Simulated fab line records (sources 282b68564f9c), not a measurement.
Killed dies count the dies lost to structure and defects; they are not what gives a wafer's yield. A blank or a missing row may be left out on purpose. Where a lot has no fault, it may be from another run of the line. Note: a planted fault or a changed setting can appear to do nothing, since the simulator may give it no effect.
Problem report in the 8D (eight disciplines) form, filled by code :: flow rit cmos :: the parts of the form that need people (team, actions taken, sign-off) are left out

== 1. THE PROBLEM ==
heater power total W at RIT_NSD_SOFTBAKE_02 reads a mean of 33.33 W on 6 wafers of 2 lots; wafers without a fault read 34.57 W with a standard deviation of 0.053. Relative to the usual mean, that is a shift of -23 standard deviations.
The step: time 60 s.
Seen first at day 4 04:34 on litho track-03, wafer L333.1. The record holds 18 wafers of 6 lots with a number at this step. Rule for "out" (also "out of limits"): further than 4 standard deviations from the usual mean. The other wafers with a number count as sound.

== 2. WHAT IT IS; WHAT IT IS NOT ==
question: which readings at this step
is: heater power total W, plate temp C
is not: -

question: which lots
is: L333, L334
is not: L327, L338, L341, L342

question: which wafers of those lots
is: all that have a number
is not: -

question: read on which tools
is: litho track-03
is not: litho track-02, litho track-04

question: when
is: from day 4 04:34
is not: up to then (3 sound wafers); but 9 sound wafers of L338, L341, L342 came after

== 3. SUSPECTS, AND WHAT RULES EACH OUT ==
Counting: a tool at a process step up to the reading stays a suspect if it ran every lot that is out and no sound lot after the first of them.
- litho track-03 at RIT_NSD_SOFTBAKE_02 (time 60 s): kept. Every lot that is out went through it, starting with L333 (day 4 04:34), and after that it ran no sound lot; the last sound lot it ran before then is L327 (day 2 22:32). Its own heater power total W, plate temp C readings are out on those wafers.
After counting, what remains is litho track-03 at RIT_NSD_SOFTBAKE_02.

== 4. THE CAUSE (what the simulator had put in) ==
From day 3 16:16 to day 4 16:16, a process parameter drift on litho track-03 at RIT_NSD_SOFTBAKE_02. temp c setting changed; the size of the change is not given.
This tool alone remained once counting was done.

== 5. THE EFFECT CHAIN, in route order ==
Rows list readings where the struck wafers' mean (over those with a number) sits beyond 3 standard deviations from the usual. Scope: only readings with a usual standard deviation given in the record; hours: median across lots of the time from each lot's start at the first step in this table that gives one to its start at this step; sigmas: change in usual standard deviations.
hours: 0
step: RIT_NSD_SOFTBAKE_02
reading: heater power total W
usual: 34.57 W
on struck wafers: 33.33
change: -1.24
sigmas: -23

hours: 0
step: RIT_NSD_SOFTBAKE_02
reading: plate temp C
usual: 90.01 C
on struck wafers: 87.71
change: -2.30
sigmas: -18
Its process steps:
- RIT_NSD_SOFTBAKE_02: time 60 s.
Later measuring or inspecting steps at which every struck wafer that the step has a row for has a number for every such reading, and none has moved that far: RIT_NSD_OVL_MEAS_06.

== 6. HOW IT WOULD HAVE BEEN CAUGHT EARLIER ==
12 hours passed between the start of the fault at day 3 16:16 and the first reading out of limits in this record, taken at day 4 04:34.
